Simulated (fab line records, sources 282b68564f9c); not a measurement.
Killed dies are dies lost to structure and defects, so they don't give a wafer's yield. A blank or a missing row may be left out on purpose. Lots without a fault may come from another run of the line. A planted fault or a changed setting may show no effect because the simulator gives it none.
Which tool did it? | flow rit_cmos | 13 lots, 39 wafers sampled, at 2 steps of a route of 202

WHAT THE GAUGES READ, wafer by wafer
The record holds no reading of a measuring or inspecting step that can be judged against a usual standard deviation.

WHICH TOOL RAN EACH LOT (tool, then ch and the chambers of the sampled wafers, then the start)
lot  | RIT_ACTIVE_CLEAN_17            | RIT_M1_PROBE_99
L713 | wet_bench-03 ch 2, day 1 15:20 | prober-02, day 3 09:14
L714 | wet_bench-04 ch 3, day 1 21:13 | prober-01, day 3 13:28
L715 | wet_bench-04 ch 0, day 2 01:20 | prober-02, day 3 20:37
L716 | wet_bench-03 ch 1, day 2 07:07 | prober-01, day 4 01:40
L717 | wet_bench-02 ch 0, day 2 11:20 | prober-02, day 4 09:29
L718 | wet_bench-03 ch 0, day 2 16:33 | prober-01, day 4 10:53
L719 | wet_bench-02 ch 0, day 2 21:30 | prober-02, day 4 17:22
L726 | wet_bench-03 ch 3, day 4 08:35 | prober-01, day 6 06:07
L727 | wet_bench-02 ch 2, day 4 13:20 | prober-02, day 6 09:55
L732 | wet_bench-03 ch 3, day 5 16:11 | prober-02, day 7 12:02
L733 | wet_bench-04 ch 3, day 5 19:21 | prober-01, day 7 14:59
L734 | wet_bench-03 ch 0, day 6 00:21 | prober-02, day 8 00:17
L736 | wet_bench-03 ch 1, day 6 13:37 | prober-02, day 8 07:47
- RIT_ACTIVE_CLEAN_17: cleans in SC2, time 600 s.
- RIT_M1_PROBE_99

WHAT THE TOOLS THEMSELVES READ (means of the sampled wafers that have a number; where no wafer has one, the mark that the record gives instead)
RIT_M1_PROBE_99. Usual: killed_at_contacts 0.1, standard deviation 0.34; killed_at_front_end 7, standard deviation 3; killed_dies 7, standard deviation 3.1; killed_on_rim 1.7, standard deviation 1.3; killed_open 3.4, standard deviation 1.9; killed_short 3.4, standard deviation 2.1.
lot  | tool      | killed_at_contacts | killed_at_front_end | killed_dies | killed_on_rim | killed_open | killed_short | flag
L713 | prober-02 | 0.0                | 3                   | 3           | 0.3           | 2.0         | 1.3          |
L714 | prober-01 | 0.0                | 9                   | 9           | 2.3           | 4.7         | 4.0          |
L715 | prober-02 | 0.3                | 9                   | 9           | 1.0           | 4.3         | 4.7          |
L716 | prober-01 | 0.0                | 6                   | 6           | 1.7           | 3.0         | 2.7          |
L717 | prober-02 | 0.0                | 9                   | 9           | 2.7           | 5.0         | 4.0          |
L718 | prober-01 | 0.0                | 5                   | 5           | 0.7           | 3.3         | 1.7          |
L719 | prober-02 | 0.0                | 8                   | 8           | 2.0           | 4.7         | 3.7          |
L726 | prober-01 | 0.0                | 3                   | 3           | 1.0           | 1.7         | 1.7          |
L727 | prober-02 | 0.0                | 33                  | 33          | 1.7           | 1.7         | 3.3          | OFF
L732 | prober-02 | 0.0                | 6                   | 6           | 1.3           | 3.0         | 3.0          |
L733 | prober-01 | 0.0                | 5                   | 5           | 0.7           | 4.0         | 0.7          |
L734 | prober-02 | 0.3                | 6                   | 6           | 1.3           | 3.0         | 3.0          |
L736 | prober-02 | 0.0                | 6                   | 6           | 1.7           | 1.3         | 4.0          |

THE ANSWER, worked out from the rows above alone
Rule: a lot is off if the mean of its wafers that have a number lies more than 3 standard deviations from the usual mean. A lot without any number at a reading at which 4 lots or more have one is off too. The other lots that the step has rows for count as sound. The gauges are gone through in route order, then the tools' own readings, and for those a lot's mean is taken as printed above. The first step at which some lot is off is used, and at that step the reading that is off furthest; a lot without a number counts as furthest.
Off: L727, at RIT_M1_PROBE_99 (killed_at_front_end).
A tool fits if, at that step or a process step before it, it ran every lot that is off, and no sound lot after the first of them. One fits: wet_bench-02 at RIT_ACTIVE_CLEAN_17. Its last sound lot is L719 (day 2 21:30), its first lot that is off L727 (day 4 13:20): a fault that began between those two fits.

WHAT THE SIMULATOR HAD PUT IN
Chamber particle source: wet_bench-02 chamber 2, from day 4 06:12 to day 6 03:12, at RIT_ACTIVE_CLEAN_17. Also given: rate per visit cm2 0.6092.
Lots struck among those shown: L727. The rule above found the same.
